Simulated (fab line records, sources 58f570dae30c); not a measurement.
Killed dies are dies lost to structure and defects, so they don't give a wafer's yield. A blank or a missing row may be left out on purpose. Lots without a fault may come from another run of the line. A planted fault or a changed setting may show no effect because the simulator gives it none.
One fault seen from 2 desks | flow berkeley_cmos170 | each desk has only its own numbers; what lay behind them comes last

THE METROLOGY DESK
What the gauges read, lot by lot, whatever tool the lot ran on: means of the sampled wafers that have a number. A lot is out of limits, marked OUT, if its mean lies more than 4 standard deviations from the usual mean; the brackets give that distance.
Columns: A = SCREENOX_OXIDE_THK at UCB170_SCREENOX_THK_MEAS_02, usual 14.4 nm; B = PVT_TW at UCB170_PVT_TW_MEAS_09, usual 502.4; C = cd_nm at UCB170_NSD_CD_MEAS_06, usual 1200.2 nm
lot  | first seen here | A    | B               | C
L539 | day 5 23:14     | 14.7 | 504.4           | 1202.1
L538 | day 5 23:15     | 14.7 | 498.6           | 1199.9
L540 | day 6 11:43     | 14.6 | 505.6           | 1202.1
L547 | day 7 12:23     | 14.2 | 442.8 (-24) OUT | 1200.1
L548 | day 8 14:29     | 14.8 | 445.5 (-23) OUT | 1201.4
L553 | day 9 02:53     | 14.2 | 503.1           | 1199.1
L554 | day 9 22:18     | 14.5 | 502.8           | 1200.2
L555 | day 10 09:29    | 14.4 | 501.7           | 1199.6
L556 | day 10 09:33    | 14.5 | 502.1           | 1200.9
L560 | day 11 03:29    | 13.9 | 503.1           | 1198.1
L561 | day 11 03:29    | 13.8 | 505.9           | 1199.6
This desk's finding: out of limits on L547, L548; first on L547, day 7 21:46 (PVT_TW at UCB170_PVT_TW_MEAS_09). In limits: L539, L538, L540, L553, L554, L555, L556, L560, L561.

THE TOOL OWNER'S DESK: implanter-01
The tool's own readings at UCB170_PVT_IMPLANT_07: means of the sampled wafers that have a number, for each lot that ran on this tool. A lot is out of limits, marked OUT, if its mean lies more than 4 standard deviations from the usual mean; the brackets give that distance.
Columns: A = dose_ions_cm2 at UCB170_PVT_IMPLANT_07, usual 2.0003e+12; B = faraday_current_uA at UCB170_PVT_IMPLANT_07, usual 6.35
lot  | first seen here | A                            | B
L538 | day 6 06:45     | 1.9999e+12                   | 6.43
L547 | day 7 21:32     | 1.3412e+12 (-99 or more) OUT | 4.26 (-16) OUT
L548 | day 9 01:44     | 1.3397e+12 (-99 or more) OUT | 4.34 (-15) OUT
L560 | day 11 14:43    | 2.0000e+12                   | 6.34
This desk's finding: out of limits on L547, L548; first on L547, day 7 21:32 (dose_ions_cm2 at UCB170_PVT_IMPLANT_07). In limits: L538, L560.

PUT TOGETHER
The tool owner's desk could have raised an alarm at day 7 21:32, on L547, L548.
The metrology desk could have raised an alarm at day 7 21:46, on L547, L548.
Of the lots named, all ran UCB170_PVT_IMPLANT_07 on implanter-01.

WHAT THE SIMULATOR HAD PUT IN
Process parameter drift: implanter-01, from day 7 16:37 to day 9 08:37, at UCB170_PVT_IMPLANT_07. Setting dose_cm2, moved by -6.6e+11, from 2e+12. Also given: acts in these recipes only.
Lots struck among those shown: L547, L548.
Hours from the fault's start to each desk's first reading out of limits: the tool owner's desk, 5; the metrology desk, 5.
